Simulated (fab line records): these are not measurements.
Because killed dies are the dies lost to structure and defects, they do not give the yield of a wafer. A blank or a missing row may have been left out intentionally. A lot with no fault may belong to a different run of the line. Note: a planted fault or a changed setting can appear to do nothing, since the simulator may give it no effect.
Split-lot experiment ; flow rit-cmos ; 5 lots, 23 wafers read, on a route of 202 steps

== ABOUT THE SPLIT ==
At RIT_PWELL_IMPLANT_08, the setting dose-cm2 was moved away from the recipe's 7e+13 on 10 of the 23 wafers read, by -6.9% to +6.5%. The other wafers ran this setting at the recipe's value.

== FROM THE SPLIT TO THE READING: what the file shows between them, 4 steps ==
- RIT_PWELL_STRIP_09: strips in O2, time 180 s
- RIT_PWELL_TW_MEAS_10
- RIT_WELLDRIVE_ANNEAL_00: time 14700 s
- RIT_WELLDRIVE_RS_MEAS_01: measures by four-point-probe

== THE READING ==
PWELL_RS (ohm/sq), read at RIT_WELLDRIVE_RS_MEAS_02 with a four-point probe. A value of 429.6 ohm/sq with a standard deviation of 1 ohm/sq is what fault-free wafers of this fab line usually give.

wafer;tool, chamber at the split;dose-cm2 as run;against the recipe;PWELL_RS, ohm/sq;against lot-mates on the recipe
L074.1;implanter-02, 0;7e+13;recipe;430.7;-
L074.2;implanter-02, 0;7e+13;recipe;430.1;-
L074.3;implanter-02, 0;7e+13;recipe;431.0;-
L074.4;implanter-02, 0;6.518e+13;-6.9%;449.8;+19.2
L074.5;implanter-02, 0;6.518e+13;-6.9%;449.6;+19.0
L078.1;implanter-01, 0;7e+13;recipe;428.5;-
L078.2;implanter-01, 0;7e+13;recipe;426.7;-
L078.3;implanter-01, 0;7.136e+13;+1.9%;422.7;-4.9
L078.5;implanter-01, 0;7.136e+13;+1.9%;422.8;-4.8
L078.6;implanter-01, 0;7.136e+13;+1.9%;421.9;-5.7
L079.2;implanter-02, 0;7e+13;recipe;427.4;-
L079.3;implanter-02, 0;7.453e+13;+6.5%;412.5;-15.8
L079.4;implanter-02, 0;7e+13;recipe;429.1;-
L079.5;implanter-02, 0;7.453e+13;+6.5%;412.9;-15.4
L079.6;implanter-02, 0;7.453e+13;+6.5%;413.0;-15.2
L084.1;implanter-02, 0;6.734e+13;-3.8%;441.1;+11.6
L084.2;implanter-02, 0;7e+13;recipe;429.7;-
L084.3;implanter-02, 0;7e+13;recipe;429.8;-
L084.5;implanter-02, 0;6.734e+13;-3.8%;440.3;+10.8
L084.6;implanter-02, 0;7e+13;recipe;428.9;-
L085.2;implanter-02, 0;7e+13;recipe;430.0;-
L085.4;implanter-02, 0;7e+13;recipe;429.5;-
L085.5;implanter-02, 0;7e+13;recipe;428.8;-

FIT RESULTS
A straight line over all 23 wafers: PWELL_RS changes by -2.79 ohm/sq for each +1% of dose-cm2; r = -0.99; the points scatter about the line by 1.3 ohm/sq.
The same after taking each lot's own level away (the mean of its wafers on the recipe; 23 wafers): -2.61 ohm/sq for each +1%; r = -1.00; scatter 0.83 ohm/sq.
According to that fit, moving dose-cm2 by its largest amount changes the reading by 18 ohm/sq.
The lots' own levels span 427.60 to 430.60 ohm/sq, that is 3.0 times the standard deviation above.
Hence the lot-to-lot level has little effect on the slope; both slopes agree.
Check: for one of the wafers moved furthest among these (-6.9%), held out of the fit, the line's prediction against its lot-mates is +18.1 ohm/sq. Against them it came out at +19.2 ohm/sq.

== THESE WAFERS: OTHER SPLITS ==
Note: prior to the reading, these wafers also went through further splits. Each is held against what the fit with the lots' levels taken away leaves over:
other split on the same wafers;wafers away from the commonest value;r with PWELL_RS (lot level and that fit taken away)
RIT_ACTIVE_OXIDATION_01 temp-c;10;+0.16
RIT_ACTIVE_COAT_06 spin-rpm;11;-0.13
RIT_FOX2_OXIDATION_00 temp-c;18;+0.36
RIT_FOX2_WET_ETCH_03 time-s;18;-0.24
RIT_NWELL_IMPLANT_08 dose-cm2;4;-0.25

== THE WHOLE CHAIN: every reading that the file lists as answering this split, in the file's order ==
step;what it does;reading;change (the file's fit);r (the file's)
RIT_PWELL_TW_MEAS_10;;PWELL_TW;+2.95 for each +1% of the setting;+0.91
RIT_WELLDRIVE_RS_MEAS_02;measures by four-point-probe;PWELL_RS;-2.64 for each +1% of the setting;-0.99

== FILE'S OWN FIT ==
PWELL_RS changes by -2.64 ohm/sq for each +1% of dose-cm2, r = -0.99.
